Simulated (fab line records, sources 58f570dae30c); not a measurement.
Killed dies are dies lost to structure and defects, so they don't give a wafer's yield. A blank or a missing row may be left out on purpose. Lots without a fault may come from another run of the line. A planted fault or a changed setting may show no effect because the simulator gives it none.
Which tool did it? | flow berkeley_cmos170 | 14 lots, 42 wafers sampled, at 3 steps of a route of 331

WHAT THE GAUGES READ, wafer by wafer
UCB170_NLDD_CD_MEAS_06: target cd 1200 nm. Usual: cd_nm 1200.0 nm, standard deviation 1.5.
lot  | measured     | on        | cd_nm (nm)           | flag
L864 | day 7 12:09  | cd_sem-02 | 1200.0 1200.5 1201.7 |
L865 | day 7 23:02  | cd_sem-02 | 1197.0 1196.8 1196.2 |
L866 | day 7 23:13  | cd_sem-01 | 1198.6 1199.0 1198.9 |
L867 | day 8 03:48  | cd_sem-01 | 1199.1 1198.8 1200.6 |
L870 | day 9 02:02  | cd_sem-02 | 1198.6 1199.0 1200.0 |
L874 | day 9 18:40  | cd_sem-01 | 1200.2 1200.5 1199.8 |
L875 | day 9 18:58  | cd_sem-02 | 1199.6 1199.9 1199.7 |
L876 | day 9 19:13  | cd_sem-01 | 1201.7 1199.6 1201.2 |
L879 | day 10 10:20 | cd_sem-01 | 1198.8 1198.1 1199.1 |
L883 | day 11 07:02 | cd_sem-02 | 1199.2 1199.2 1199.5 |
L884 | day 11 17:44 | cd_sem-02 | 1199.8 1200.1 1199.4 |
L886 | day 11 18:56 | cd_sem-02 | 1200.3 1200.1 1201.3 |
L885 | day 11 19:38 | cd_sem-01 | 1202.4 1203.0 1202.4 |
L887 | day 12 13:06 | cd_sem-02 | 1200.3 1200.0 1199.3 |

UCB170_CONTACT_CD_MEAS_90: target cd 700 nm. Usual: cd_nm 700.1 nm, standard deviation 1.2.
lot  | measured     | on        | cd_nm (nm)        | flag
L864 | day 8 06:51  | cd_sem-02 | 700.9 701.1 699.6 |
L865 | day 9 00:41  | cd_sem-01 | 699.7 701.2 700.0 |
L866 | day 9 01:22  | cd_sem-01 | 701.5 701.2 700.9 |
L867 | day 9 01:52  | cd_sem-01 | 699.2 701.3 701.0 |
L870 | day 9 19:13  | cd_sem-02 | 700.6 699.6 700.0 |
L874 | day 10 17:01 | cd_sem-02 | 700.5 700.7 698.5 |
L875 | day 10 18:58 | cd_sem-02 | 703.3 701.3 701.3 |
L876 | day 10 15:54 | cd_sem-02 | 699.8 700.1 699.3 |
L879 | day 11 01:03 | cd_sem-02 | 700.0 700.0 702.0 |
L883 | day 12 07:49 | cd_sem-02 | 701.9 701.2 700.4 |
L884 | day 12 11:14 | cd_sem-02 | 699.6 700.6 699.2 |
L886 | day 12 12:26 | cd_sem-01 | 699.8 700.5 698.7 |
L885 | day 12 12:32 | cd_sem-02 | 700.4 698.8 699.6 |
L887 | day 13 08:53 | cd_sem-01 | 697.5 700.6 699.6 |

WHICH TOOL RAN EACH LOT (tool, then ch and the chambers of the sampled wafers, then the start)
lot  | UCB170_SILICIDE_WET_ETCH_05
L864 | wet_bench-01 ch 3, day 8 01:51
L865 | wet_bench-04 ch 0, day 8 18:18
L866 | wet_bench-04 ch 3, day 8 18:18
L867 | wet_bench-04 ch 0, day 8 18:18
L870 | wet_bench-02 ch 1, day 9 14:33
L874 | wet_bench-02 ch 3, day 10 12:13
L875 | wet_bench-02 ch 0, day 10 12:35
L876 | wet_bench-02 ch 0, day 10 11:47
L879 | wet_bench-02 ch 1, day 10 20:49
L883 | wet_bench-01 ch 2, day 12 01:10
L884 | wet_bench-02 ch 0, day 12 06:50
L886 | wet_bench-02 ch 2, day 12 07:05
L885 | wet_bench-04 ch 0, day 12 07:17
L887 | wet_bench-01 ch 3, day 13 03:03
- UCB170_SILICIDE_WET_ETCH_05: etches Ti in SPM, time 45 s.

WHAT THE TOOLS THEMSELVES READ (means of the sampled wafers that have a number; where no wafer has one, the mark that the record gives instead)
UCB170_SILICIDE_WET_ETCH_05. Usual: bath_guard_temp_C 119.7 C, standard deviation 0.73; bath_heat_duty_pct 12.7 %, standard deviation 1.7.
lot  | tool         | bath_guard_temp_C (C) | bath_heat_duty_pct (%) | flag
L864 | wet_bench-01 | 120.6                 | 12.9                   |
L865 | wet_bench-04 | 118.5                 | 13.7                   |
L866 | wet_bench-04 | 119.8                 | 11.5                   |
L867 | wet_bench-04 | 118.7                 | 14.2                   |
L870 | wet_bench-02 | 121.1                 | 12.4                   |
L874 | wet_bench-02 | 119.1                 | 10.7                   |
L875 | wet_bench-02 | 119.5                 | 13.1                   |
L876 | wet_bench-02 | 119.6                 | 13.0                   |
L879 | wet_bench-02 | 120.7                 | 12.8                   |
L883 | wet_bench-01 | 119.9                 | 14.2                   |
L884 | wet_bench-02 | -                     | -                      | OFF
L886 | wet_bench-02 | 119.9                 | 14.9                   |
L885 | wet_bench-04 | -                     | -                      | OFF
L887 | wet_bench-01 | 120.6                 | 13.0                   |

THE ANSWER, worked out from the rows above alone
Rule: a lot is off if the mean of its wafers that have a number lies more than 3 standard deviations from the usual mean. A lot without any number at a reading at which 4 lots or more have one is off too. The other lots that the step has rows for count as sound. The gauges are gone through in route order, then the tools' own readings, and for those a lot's mean is taken as printed above. The first step at which some lot is off is used, and at that step the reading that is off furthest; a lot without a number counts as furthest.
Off: L884, L885, at UCB170_SILICIDE_WET_ETCH_05 (bath_guard_temp_C). Without a number there: L884, L885.
A tool fits if, at that step or a process step before it, it ran every lot that is off, and no sound lot after the first of them. None of those tried fits.

WHAT THE SIMULATOR HAD PUT IN
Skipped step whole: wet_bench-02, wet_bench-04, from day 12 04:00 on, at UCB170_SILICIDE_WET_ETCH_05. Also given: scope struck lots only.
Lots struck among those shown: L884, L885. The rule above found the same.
